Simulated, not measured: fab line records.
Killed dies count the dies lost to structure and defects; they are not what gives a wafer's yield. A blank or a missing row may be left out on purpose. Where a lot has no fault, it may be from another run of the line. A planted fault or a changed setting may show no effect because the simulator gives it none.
A lot that was struck, set against a sound lot	flow rit cmos	27 out of 202 route steps
Sound: wafers L449.2, L449.3, L449.6. Wafers L455.2, L455.3, L455.4 were the ones struck. The cause is given at the end.
Each step with rows lists, per side, the tool, then ch with its chambers, then its first start. Under that, the readings that differ: sound wafers	struck wafers	difference of the means	sigmas: that difference in standard deviations of wafers without a fault.
alike: readings with means less than 2 such deviations apart, plus words and numbers identical on both sides. not compared: withheld readings, readings lacking a value on some wafer, bounds such as >300 that could conceal the same value, and numbers that have no deviation in the record and whose values overlap.
Wherever a step has rows on one side only, a row that says differs or no value, or a row with sigmas, the two part there. Non-overlapping numbers with no deviation appear without sigmas and do not part them. A reading missing from all wafers of one side parts the sides only when that side holds two or more wafers.

first, 4 steps without rows for these wafers: RIT_CONTACT_SOFTBAKE_04 (time 60 s); RIT_CONTACT_EXPOSE_05 (exposes mask M11, target cd 1000 nm); RIT_CONTACT_PEB_06; RIT_CONTACT_DEVELOP_07 (develop time 120 s).
RIT_CONTACT_CD_MEAS_08 targets a cd of 1000 nm.
  struck on cd sem-01, day 6 04:40; sound on cd sem-02, day 4 21:34
  alike: cd nm
RIT_CONTACT_OVL_MEAS_09:
  struck on overlay-01, day 6 04:46; sound on overlay-02, day 4 21:41
  alike: CONTACT_OVL
then, 1 step without rows for these wafers: RIT_CONTACT_HARDBAKE_10 (time 60 s).
RIT_CONTACT_ETCH_11: etches SiO2 in CHF3/CF4/Ar, stops on TiSi2, target depth 480 nm, time 320 s.
  sound on rie diel-04 ch 1,2, day 4 21:52; struck on rie diel-03 ch 0,2,3, day 6 04:56
  alike: cf4 flow sccm, drypump motor current A, oes product au, throttle valve pct
  not compared: rf hours counter h
RIT_CONTACT_STRIP_12: strips in O2, time 180 s.
  sound on plasma asher-02 ch 1, day 4 22:03; struck on plasma asher-04 ch 0,1, day 6 05:08
  alike: drypump motor current A
  not compared: rf hours counter h
RIT_CONTACT_CD_MEAS_90 targets a cd of 1000 nm.
  struck on cd sem-01, day 6 05:20; sound on cd sem-02, day 4 22:15
reading	sound	struck	difference	sigmas
cd nm (nm)	996.8 1000.5 997.0	1003.1 1001.5 1000.2	+3.5	+2
then, 2 steps without rows for these wafers: RIT_CONTACT_CLEAN_13 (cleans in SC1, time 600 s); RIT_CONTACT_CLEAN_14 (cleans in SC2, time 600 s).
RIT_M1_SPUTTER_00: material Al, target thk 400 nm, time 500 s.
  struck on pvd sputter-04, day 6 05:47; sound on pvd sputter-04, day 4 22:44
  alike: throttle valve pct
RIT_M1_RS_MEAS_01: the measuring method here is four-point-probe.
  struck on film metro-02, day 6 06:06; sound on film metro-03, day 4 23:02
reading	sound	struck	difference	sigmas
M1_AL_RS (ohm/sq)	0.0734 0.0739 0.0739	0.0869 0.0881 0.0881	+0.0140	+20
RIT_M1_THK_MEAS_02: measures by xrf.
  struck on film metro-02, day 6 06:13; sound on film metro-03, day 4 23:09
reading	sound	struck	difference	sigmas
M1_AL_THK (nm)	406 403 405	351 349 349	-55	-12
then, 6 steps without rows for these wafers: RIT_M1_HMDS_03 (prime time 60 s); RIT_M1_COAT_04 (resist thk 1300 nm); RIT_M1_SOFTBAKE_05 (time 60 s); RIT_M1_EXPOSE_06 (exposes mask M12, target cd 2600 nm); RIT_M1_PEB_07; RIT_M1_DEVELOP_08 (develop time 68 s).
RIT_M1_CD_MEAS_09 targets a cd of 2600 nm.
  struck on cd sem-02, day 6 07:10; sound on cd sem-02, day 5 00:06
  alike: cd nm
RIT_M1_OVL_MEAS_10:
  struck on overlay-01, day 6 07:16; sound on overlay-02, day 5 00:13
  alike: M1_OVL
then, 1 step without rows for these wafers: RIT_M1_HARDBAKE_11 (time 120 s).
RIT_M1_METAL_ETCH_12: etches Al in Cl2/BCl3, stops on SiO2, time 165 s, target depth 600 nm.
  sound on rie metal-04 ch 0,1, day 5 00:29; struck on rie metal-04 ch 0,1, day 6 07:32
reading	sound	struck	difference	sigmas
oes product au (a.u.)	0.769 0.772 0.772	0.717 0.715 0.719	-0.054	-3
  alike: drypump motor current A, throttle valve pct
  not compared: rf hours counter h
then, 1 step without rows for these wafers: RIT_M1_STRIP_13 (strips in nmp, time 600 s).
RIT_M1_PROBE_99:
  struck on prober-01, day 6 09:53; sound on prober-01, day 5 02:47
  alike: defect limited yield, killed_at_M0_to_M3, killed at front end, killed dies, killed open, killed short, sort_bin_3_pad_short, sort_bin_5_function, sort_bin_6_memory, sort n pass, sort yield pct

## WHERE THEY PART
At RIT_CONTACT_CD_MEAS_90 first; at RIT_M1_METAL_ETCH_12 last (within this record only). Later steps at which nothing parts them and some readings are alike: RIT_M1_PROBE_99.

WHY: what the simulator had put in
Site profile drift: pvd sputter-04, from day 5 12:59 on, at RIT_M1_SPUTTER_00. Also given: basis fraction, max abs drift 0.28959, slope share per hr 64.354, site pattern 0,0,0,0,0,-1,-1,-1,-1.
